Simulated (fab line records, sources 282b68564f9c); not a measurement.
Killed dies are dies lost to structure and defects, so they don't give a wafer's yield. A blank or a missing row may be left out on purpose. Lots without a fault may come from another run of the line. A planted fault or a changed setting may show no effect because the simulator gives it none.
A struck lot beside a sound one | flow rit_cmos | 17 steps out of a route of 202
Sound: wafers L462.1, L462.3, L462.6. Struck: wafers L472.2, L472.3, L472.4. The cause comes at the end.
At each step with rows: each side's tool, then ch and its chambers, then its first start. Under that, the readings that differ: sound wafers | struck wafers | difference of the means | sigmas: that difference in standard deviations of wafers without a fault.
alike: readings whose means differ by less than 2 such deviations, and words and numbers that are the same on both sides. not compared: withheld readings, readings that some wafer has no value for, bounds like >300 that may hide the same value, and numbers for which the record gives no deviation and whose values overlap.
The two part at a step that has a row with sigmas, a row that says differs or no value, or rows on one side only. Numbers that don't overlap but have no deviation are shown without sigmas and don't part them. A reading that every wafer of one side lacks parts them only if that side has two wafers or more.

RIT_CONTACT_STRIP_12: strips in O2, time 180 s.
  sound on plasma_asher-03 ch 0, day 3 04:42; struck on plasma_asher-03 ch 0,1, day 5 11:56
  alike: drypump_motor_current_A
  not compared: rf_hours_counter_h
RIT_CONTACT_CD_MEAS_90: target cd 1000 nm.
  sound on cd_sem-01, day 3 04:53; struck on cd_sem-02, day 5 12:07
  reading    | sound                | struck            | difference | sigmas
  cd_nm (nm) | 1000.8 1002.0 1000.9 | 995.9 996.3 997.4 | -4.7       | -2
then, 2 steps without rows for these wafers: RIT_CONTACT_CLEAN_13 (cleans in SC1, time 600 s); RIT_CONTACT_CLEAN_14 (cleans in SC2, time 600 s).
RIT_M1_SPUTTER_00: material Al, target thk 400 nm, time 500 s.
  sound on pvd_sputter-01, day 3 05:22; struck on pvd_sputter-03, day 5 12:34
  alike: throttle_valve_pct
RIT_M1_RS_MEAS_01: measures by four-point-probe.
  sound on film_metro-02, day 3 05:40; struck on film_metro-02, day 5 12:53
  alike: M1_AL_RS
RIT_M1_THK_MEAS_02: measures by xrf.
  sound on film_metro-02, day 3 05:47; struck on film_metro-02, day 5 13:00
  alike: M1_AL_THK
then, 5 steps without rows for these wafers: RIT_M1_HMDS_03 (prime time 60 s); RIT_M1_COAT_04 (resist thk 1300 nm); RIT_M1_SOFTBAKE_05 (time 60 s); RIT_M1_EXPOSE_06 (exposes mask M12, target cd 2600 nm); RIT_M1_PEB_07.
RIT_M1_DEVELOP_08: develop time 68 s.
  sound on litho_track-02 ch 0, day 3 06:00; struck on litho_track-04 ch 0, day 5 13:00
  alike: resist_line_temp_C
RIT_M1_CD_MEAS_09: target cd 2600 nm.
  sound on cd_sem-02, day 3 06:43; struck on cd_sem-02, day 5 13:57
  reading    | sound                | struck | difference                    | sigmas
  cd_nm (nm) | 2598.9 2603.1 2600.1 | - - -  | no value on the struck wafers |
RIT_M1_OVL_MEAS_10:
  sound on overlay-01, day 3 06:50; struck on overlay-01, day 5 14:03
  reading     | sound         | struck | difference                    | sigmas
  M1_OVL (nm) | -0.1 -0.3 0.5 | - - -  | no value on the struck wafers |
then, 1 step without rows for these wafers: RIT_M1_HARDBAKE_11 (time 120 s).
RIT_M1_PROBE_99:
  sound on prober-02, day 3 09:40; struck on prober-02, day 5 16:38
  reading                  | sound          | struck                                                               | difference                   | sigmas
  hold                     | - - -          | await_dispo/2.8h/scrap await_dispo/2.8h/scrap await_dispo/2.8h/scrap | no value on the sound wafers |
  defect_limited_yield (%) | 96.6 99.2 99.2 | 0 0 0                                                                | -98                          | -82
  killed_at_M0_to_M3       | 0 0 0          | 262 261 259                                                          | +261                         | +99 or more
  killed_dies              | 9 2 2          | 264 264 264                                                          | +260                         | +84
  killed_on_rim            | 2 0 1          | 70 70 70                                                             | +69                          | +49
  sort_bin_5_function (%)  | 1.5 0.4 0      | 100.0 99.6 98.9                                                      | +98.9                        | +99 or more
  sort_n_pass              | 255 262 262    | 0 0 0                                                                | -260                         | -84
  sort_yield_pct (%)       | 96.6 99.2 99.2 | 0 0 0                                                                | -98                          | -82
  alike: killed_at_contacts, killed_at_front_end, killed_open, killed_short, sort_bin_3_pad_short, sort_bin_6_memory

WHERE THEY PART
First at RIT_CONTACT_CD_MEAS_90; last, within this record, at RIT_M1_PROBE_99.

WHY: what the simulator had put in
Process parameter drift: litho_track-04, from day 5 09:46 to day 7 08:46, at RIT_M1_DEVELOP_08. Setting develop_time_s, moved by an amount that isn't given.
